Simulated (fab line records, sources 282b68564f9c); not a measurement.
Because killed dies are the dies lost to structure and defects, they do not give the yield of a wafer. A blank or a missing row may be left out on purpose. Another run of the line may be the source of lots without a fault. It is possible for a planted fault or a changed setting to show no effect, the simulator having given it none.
Split-lot experiment | flow rit_cmos | on a route of 202 steps: 5 lots, 27 wafers read

== THE SPLIT ITSELF ==
At RIT_FOX2_WET_ETCH_03 (etches Si3N4 in H3PO4, target depth 195 nm, time 2700 s), the setting time_s was moved away from the recipe's 2700 s on 24 of the 27 wafers read, by -55.6% to +59.6%. For the rest of the wafers, this setting stayed at what the recipe calls for.

The reading comes from the split's own step.

== THE READING ==
SiO2_of_ACTIVE_OXIDATION_01.thk_nm (the simulator's own value, which no gauge read), in nm, at RIT_FOX2_WET_ETCH_03 (etches Si3N4 in H3PO4, target depth 195 nm, time 2700 s). The file gives no usual value for it. Here, 3 wafers ran the recipe; their average is 41.31 nm with a standard deviation of 0.043 nm.

wafer  | tool, chamber at the split | time_s as run, s | against the recipe | SiO2_of_ACTIVE_OXIDATION_01.thk_nm, nm | against lot-mates on the recipe
L077.1 | -, -                       | 1885             | -30.2%             | 41.84                                  | no lot-mate on the recipe
L077.2 | -, -                       | 1885             | -30.2%             | 43.41                                  | no lot-mate on the recipe
L077.3 | -, -                       | 1885             | -30.2%             | 43.41                                  | no lot-mate on the recipe
L077.4 | -, -                       | 1885             | -30.2%             | 42.4                                   | no lot-mate on the recipe
L077.5 | -, -                       | 1885             | -30.2%             | 41.08                                  | no lot-mate on the recipe
L077.6 | -, -                       | 1885             | -30.2%             | 43.5                                   | no lot-mate on the recipe
L079.1 | -, -                       | 3642             | +34.9%             | 39.48                                  | no lot-mate on the recipe
L079.2 | -, -                       | 3642             | +34.9%             | 38.47                                  | no lot-mate on the recipe
L079.3 | -, -                       | 3642             | +34.9%             | 39.35                                  | no lot-mate on the recipe
L079.4 | -, -                       | 3642             | +34.9%             | 39.75                                  | no lot-mate on the recipe
L079.5 | -, -                       | 3642             | +34.9%             | 38.63                                  | no lot-mate on the recipe
L079.6 | -, -                       | 3642             | +34.9%             | 38.82                                  | no lot-mate on the recipe
L081.1 | -, -                       | 1198             | -55.6%             | 42.18                                  | no lot-mate on the recipe
L081.2 | -, -                       | 1198             | -55.6%             | 43.68                                  | no lot-mate on the recipe
L081.3 | -, -                       | 1198             | -55.6%             | 44.25                                  | no lot-mate on the recipe
L081.4 | -, -                       | 1198             | -55.6%             | 43.56                                  | no lot-mate on the recipe
L081.5 | -, -                       | 1198             | -55.6%             | 43.42                                  | no lot-mate on the recipe
L081.6 | -, -                       | 1198             | -55.6%             | 42.75                                  | no lot-mate on the recipe
L082.1 | wet_bench-03, 3            | 2700             | recipe             | 41.27                                  | -
L082.2 | wet_bench-03, 3            | 2700             | recipe             | 41.29                                  | -
L082.5 | wet_bench-03, 3            | 2700             | recipe             | 41.37                                  | -
L084.1 | -, -                       | 4308             | +59.6%             | 38.53                                  | no lot-mate on the recipe
L084.2 | -, -                       | 4308             | +59.6%             | 39.2                                   | no lot-mate on the recipe
L084.3 | -, -                       | 4308             | +59.6%             | 39.26                                  | no lot-mate on the recipe
L084.4 | -, -                       | 4308             | +59.6%             | 39.26                                  | no lot-mate on the recipe
L084.5 | -, -                       | 4308             | +59.6%             | 39.45                                  | no lot-mate on the recipe
L084.6 | -, -                       | 4308             | +59.6%             | 38.5                                   | no lot-mate on the recipe

FIT RESULTS
A straight line over all 27 wafers: SiO2_of_ACTIVE_OXIDATION_01.thk_nm changes by -0.0413 nm for each +1% of time_s; r = -0.93; the points scatter about the line by 0.73 nm.
Too few moved wafers have a lot-mate on the recipe to fit a line with each lot's own level taken away.

== THE FILE'S OWN FIT ==
SiO2_of_ACTIVE_OXIDATION_01.thk_nm changes by -0.0413 nm for each +1% of time_s, r = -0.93.
